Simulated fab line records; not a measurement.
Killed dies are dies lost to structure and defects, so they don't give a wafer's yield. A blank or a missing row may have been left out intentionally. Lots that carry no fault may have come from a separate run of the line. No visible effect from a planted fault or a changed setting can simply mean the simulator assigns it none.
Which tool was responsible?	flow berkeleyCmos170	39 wafers from 13 lots sampled at 3 of the route's 331 steps

== WHAT THE GAUGES READ, wafer by wafer ==
UCB170_NWELL_THK_MEAS_02. Usual: for NWELL_OXIDE_THK the level is 26.4 nm and the standard deviation is 0.37.
lot	measured	on	NWELL_OXIDE_THK (nm)	flag
L972	day 1 23:56	filmMetro-02	26.3 26.8 26.9	
L973	day 2 06:35	filmMetro-04	27.0 26.7 27.2	
L974	day 2 15:09	filmMetro-02	26.1 26.0 26.3	
L976	day 2 20:29	filmMetro-04	26.9 27.1 27.2	
L975	day 2 20:30	filmMetro-03	26.8 26.0 26.8	
L977	day 3 06:13	filmMetro-04	26.7 26.3 27.0	
L979	day 3 14:11	filmMetro-04	27.0 26.4 26.3	
L986	day 4 23:24	filmMetro-04	26.3 26.6 26.0	
L987	day 5 09:44	filmMetro-03	25.8 26.1 26.5	
L988	day 5 14:54	filmMetro-04	25.9 26.3 26.1	
L989	day 5 14:55	filmMetro-02	25.8 26.5 26.3	
L991	day 5 20:26	filmMetro-04	27.0 27.0 26.9	
L994	day 6 17:04	filmMetro-03	26.2 26.1 26.3	

UCB170_NWELL_OVL_MEAS_12. Usual: for NWELL_OVL the level is 1 nm and the standard deviation is 5.3.
lot	measured	on	NWELL_OVL (nm)	flag
L972	day 2 09:17	overlay-01	4 -3 2	
L973	day 2 13:47	overlay-01	3 4 1	
L974	day 3 00:58	overlay-01	2 9 6	
L976	day 3 05:19	overlay-01	-2 5 -6	
L975	day 3 05:04	overlay-02	1 -3 1	
L977	day 3 11:43	overlay-01	2 2 -4	
L979	day 4 00:17	overlay-01	-2 -3 -6	
L986	day 5 09:40	overlay-02	5 4 5	
L987	day 5 18:40	overlay-02	1 0 2	
L988	day 5 23:35	overlay-01	-11 -5 -9	
L989	day 5 23:28	overlay-02	-4 0 0	
L991	day 6 08:55	overlay-01	-5 -6 -10	
L994	day 7 00:41	overlay-01	5 9 3	

UCB170_PWELL_TW_MEAS_17. Usual: for PWELL_TW the level is 383 and the standard deviation is 3.9.
lot	measured	on	PWELL_TW	flag
L972	day 3 07:46	filmMetro-02	385 384 383	
L973	day 3 08:01	filmMetro-02	383 384 383	
L974	day 4 01:24	filmMetro-02	381 385 382	
L976	day 4 01:39	filmMetro-03	385 383 385	
L975	day 4 01:56	filmMetro-01	377 378 377	
L977	day 4 10:22	filmMetro-02	383 382 382	
L979	day 4 19:21	filmMetro-02	382 382 383	
L986	day 6 10:13	filmMetro-01	375 373 377	
L987	day 6 13:54	filmMetro-01	375 379 377	
L988	day 6 14:10	filmMetro-02	384 382 383	
L989	day 6 14:05	filmMetro-03	388 387 388	
L991	day 7 02:38	filmMetro-03	387 387 390	
L994	day 7 23:04	filmMetro-03	388 388 388	

== TOOL THAT RAN EACH LOT (tool first, then ch and the chambers of the sampled wafers, then the start) ==
The record holds no process step before these readings.

== AS READ BY THE TOOLS THEMSELVES (means over the sampled wafers that have a number; for cases with no such wafer, the mark the record gives instead) ==
The record holds no such reading with a usual standard deviation.

== THE ANSWER, worked out from the rows above alone ==
Rule: a lot counts as off when the mean over its wafers that have a number is more than 3 standard deviations away from the usual mean. A lot without any number at a reading at which 4 lots or more have one is off too. Where the step has rows for the other lots, those lots are counted as sound. After the gauges, taken in route order, come the tools' own readings; for these a lot's mean is taken, as printed above. The first step at which some lot is off is used, and at that step the reading that is off furthest; a lot without a number counts as furthest.
No lot is off at any reading shown: from this, nothing can be told.

== WHAT HAD BEEN PUT IN BY THE SIMULATOR ==
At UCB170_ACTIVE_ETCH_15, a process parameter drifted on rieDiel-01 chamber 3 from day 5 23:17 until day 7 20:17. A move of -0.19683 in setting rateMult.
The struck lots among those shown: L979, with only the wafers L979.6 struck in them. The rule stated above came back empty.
